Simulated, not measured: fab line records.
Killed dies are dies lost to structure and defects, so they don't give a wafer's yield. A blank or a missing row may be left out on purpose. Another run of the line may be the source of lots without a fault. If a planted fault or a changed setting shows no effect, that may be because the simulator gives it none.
Comparing a struck lot with a sound one | flow rit cmos | 17 steps out of a route of 202
Sound: these wafers, L711.1, L711.4, L711.6. Wafers struck: L710.1, L710.2, L710.4. The cause is given at the end.
For every step that has rows: the tool of each side, followed by ch and its chambers, followed by its first start. Under that, the readings that differ: sound wafers | struck wafers | difference of the means | sigmas: that difference in standard deviations of wafers without a fault.
alike: readings with means less than 2 such deviations apart, plus words and numbers identical on both sides. not compared: withheld readings, readings lacking a value on some wafer, bounds such as >300 that could conceal the same value, and numbers that have no deviation in the record and whose values overlap.
Wherever a step has rows on one side only, a row that says differs or no value, or a row with sigmas, the two part there. Numbers that have no deviation but don't overlap get no sigmas and don't part them. Lack of a reading on every wafer of one side parts them only where that side has two or more wafers.

first, 2 steps without rows for these wafers: RIT_NRETRO_HARDBAKE_07 (time 120 s); RIT_NRETRO_IMPLANT_08.
RIT_NRETRO_STRIP_09: strips in O2, time 180 s.
  sound on plasma asher-02 ch 1, day 2 22:20; struck on plasma asher-03 ch 0,1, day 2 15:34
  alike: drypump motor current A
  not compared: rf hours counter h
RIT_NRETRO_TW_MEAS_10:
  sound on film metro-01, day 2 22:31; struck on film metro-02, day 2 15:44
  alike: NRETRO_TW
then, 6 steps without rows for these wafers: RIT_PRETRO_HMDS_00 (prime time 60 s); RIT_PRETRO_COAT_01 (resist thk 1300 nm); RIT_PRETRO_SOFTBAKE_02 (time 60 s); RIT_PRETRO_EXPOSE_03 (exposes mask M5, target cd 43700 nm); RIT_PRETRO_PEB_04; RIT_PRETRO_DEVELOP_05 (develop time 68 s).
RIT_PRETRO_OVL_MEAS_06:
  sound on overlay-02, day 2 23:27; struck on overlay-01, day 2 16:41
  alike: PRETRO_OVL
then, 1 step without rows for these wafers: RIT_PRETRO_HARDBAKE_07 (time 120 s).
RIT_PRETRO_IMPLANT_08:
  sound on implanter-04 ch 0, day 2 23:44; struck on implanter-03 ch 0, day 2 16:58
  reading                   | sound                | struck               | difference | sigmas
  beam energy keV           | 44.993 45.006 45.002 | 29.225 29.263 29.243 | -15.757    | -99 or more
  model.implant.rp nm (nm)  | 150.5 150.5 150.5    | 94.83 94.83 94.83    | -55.67     |
  model.implant.drp nm (nm) | 55.07 55.07 55.07    | 42.09 42.09 42.09    | -12.98     |
  alike: beam on s, end station pressure torr
RIT_PRETRO_STRIP_09: strips in O2, time 180 s.
  sound on plasma asher-02 ch 0,1, day 2 23:53; struck on plasma asher-03 ch 0,1, day 2 17:07
  alike: drypump motor current A
  not compared: rf hours counter h
RIT_PRETRO_TW_MEAS_10:
  sound on film metro-03, day 3 00:04; struck on film metro-04, day 2 17:17
  reading   | sound       | struck      | difference | sigmas
  PRETRO_TW | 471 468 474 | 448 448 446 | -24        | -5
then, 1 step without rows for these wafers: RIT_GATE_WET_ETCH_00 (etches SiO2 in BOE, target depth 56 nm, time 60 s).
RIT_M1_PROBE_99:
  sound on prober-02, day 4 03:29; struck on prober-01, day 3 23:22
  reading                             | sound             | struck            | difference | sigmas
  model.etest.nmos_0p3.r on ohm um    | 2192 2261 2226    | 2411 2444 2464    | +213       |
  model.etest.nmos_0p15.r on ohm um   | 1121 1156 1140    | 1184 1240 1200    | +69        |
  model.etest.nmos turned.drive ua um | 330.7 307 312.1   | 264.2 259.2 256.8 | -56.5      |
  model.etest.nmos_0p15.drive ua um   | 490 463 458.1     | 413.6 402.4 405.2 | -63.3      |
  model.etest.nmos narrow.drive ua um | 222.3 211 208.6   | 183.5 183.6 182.9 | -30.6      |
  model.etest.nmos_0p3.drive ua um    | 224.3 214 212.8   | 181.5 179.1 177.4 | -37.7      |
  model.etest.nmos_0p15.swing mv dec  | 87.41 87.58 87.26 | 88.01 87.88 88.34 | +0.66      |
  model.etest.ring.delay ps           | 25.52 26.82 27.3  | 28.56 29.45 28.85 | +2.41      |
  alike: killed at contacts, killed at front end, killed dies, killed open, killed short

== WHERE THEY PART ==
Last at RIT_PRETRO_TW_MEAS_10 as far as this record goes, first at RIT_PRETRO_IMPLANT_08. Later steps at which nothing parts them and some readings are alike: RIT_M1_PROBE_99.

WHY: what had been put in by the simulator
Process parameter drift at RIT_PRETRO_IMPLANT_08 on implanter-03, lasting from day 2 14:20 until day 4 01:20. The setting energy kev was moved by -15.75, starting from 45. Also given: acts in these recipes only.
